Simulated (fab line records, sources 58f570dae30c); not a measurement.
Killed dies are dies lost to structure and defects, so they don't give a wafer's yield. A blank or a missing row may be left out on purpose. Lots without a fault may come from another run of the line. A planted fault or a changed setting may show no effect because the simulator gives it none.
Problem report in the 8D (eight disciplines) form, filled by code | flow berkeley_cmos170 | the parts of the form that need people (team, actions taken, sign-off) are left out

1. THE PROBLEM
cd_nm at UCB170_M3_CD_MEAS_90 reads a mean of 679.6 nm on 4 wafers of 2 lots; wafers without a fault read 700.5 nm with a standard deviation of 2. That is -10 standard deviations from the usual mean.
The step: target cd 700 nm.
First seen on wafer L289.1, day 17 06:28, on cd_sem-02. The record holds 42 wafers of 14 lots with a number at this step. Rule for "out", or "out of limits": more than 4 standard deviations from the usual mean. The other wafers with a number count as sound.

2. WHAT IT IS AND WHAT IT IS NOT
question                    | is                             | is not
which readings at this step | cd_nm                          | -
which lots                  | L289, L292                     | L269, L270, L272, L273, L276, L277, L279, L282, L286, L287, L288, L290
which wafers of those lots  | L289.1, L289.4, L292.1, L292.3 | L289.3, L292.5
read on which gauges        | cd_sem-02                      | cd_sem-01
when                        | from day 17 06:28              | up to then (31 sound wafers); but 7 sound wafers of L288, L290, L292 came after

3. SUSPECTS, AND WHAT RULES EACH OUT
Counting: a tool at a process step up to the reading stays a suspect if it ran every lot that is out. Sound lots after the first of them don't rule it out here, since some wafers of a struck lot are sound.
- the gauge at UCB170_M3_CD_MEAS_90: ruled out. All the wafers that are out were read on cd_sem-02, but those of them that UCB170_M3_STRIP_19 has rows for are out there too, on other tools.
- rie_diel-01 at UCB170_PWELL_ETCH_14 (etches Si3N4 in CH3F/Ar/O2, stops on SiO2, target depth 242 nm, time 151 s): kept. It ran every lot that is out, first L289 (day 7 17:13); its last sound lot up to then is L290 (day 7 17:03).
- rie_metal-01 at UCB170_M3_METAL_ETCH_18 (etches Al in Cl2/BCl3, stops on SiO2, target depth 1170 nm, time 195 s): kept. It ran every lot that is out, first L289 (day 17 06:07); its last sound lot up to then is L287 (day 16 23:19).
- Within rie_metal-01 at UCB170_M3_METAL_ETCH_18: the wafers that are out ran in chamber 0; their sound lot-mates ran in chamber 1.
Left after counting: rie_diel-01 at UCB170_PWELL_ETCH_14, rie_metal-01 at UCB170_M3_METAL_ETCH_18.

4. THE CAUSE (what the simulator had put in)
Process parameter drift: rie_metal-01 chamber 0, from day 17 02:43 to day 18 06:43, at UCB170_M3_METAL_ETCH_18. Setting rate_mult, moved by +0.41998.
Counting left 2 suspects, and this tool is among them.

5. THE CHAIN OF EFFECTS, in route order
Each row: a reading whose mean over the struck wafers that have a number lies more than 3 standard deviations from the usual. Only readings for which the record gives a usual standard deviation are gone through. hours: the time from each lot's start at the first step in this table that gives one to its start at this step, as a median over the lots. sigmas: the change in usual standard deviations.
hours | step                 | reading        | usual      | on struck wafers | change | sigmas
0     | UCB170_M3_STRIP_19   | oes_product_au | 0.547 a.u. | 0.314            | -0.233 | -28
0     | UCB170_M3_CD_MEAS_90 | cd_nm          | 700.5 nm   | 679.6            | -20.9  | -10
The process steps in it:
- UCB170_M3_STRIP_19: strips in O2.

6. WHAT WOULD HAVE CAUGHT IT SOONER
In this record the first reading out of limits at a measuring or inspecting step was taken at day 17 06:28, 4 hours after the fault began at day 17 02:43.
Of the tool readings at UCB170_M3_METAL_ETCH_18 for which the record gives a usual standard deviation, none was out on any struck wafer, so an alarm limit of 4 standard deviations on them would not have fired.
Of the lots that are out (2), L292 began UCB170_M3_METAL_ETCH_18 on rie_metal-01 after day 17 06:28. A hold on the tool at that time would have spared it.
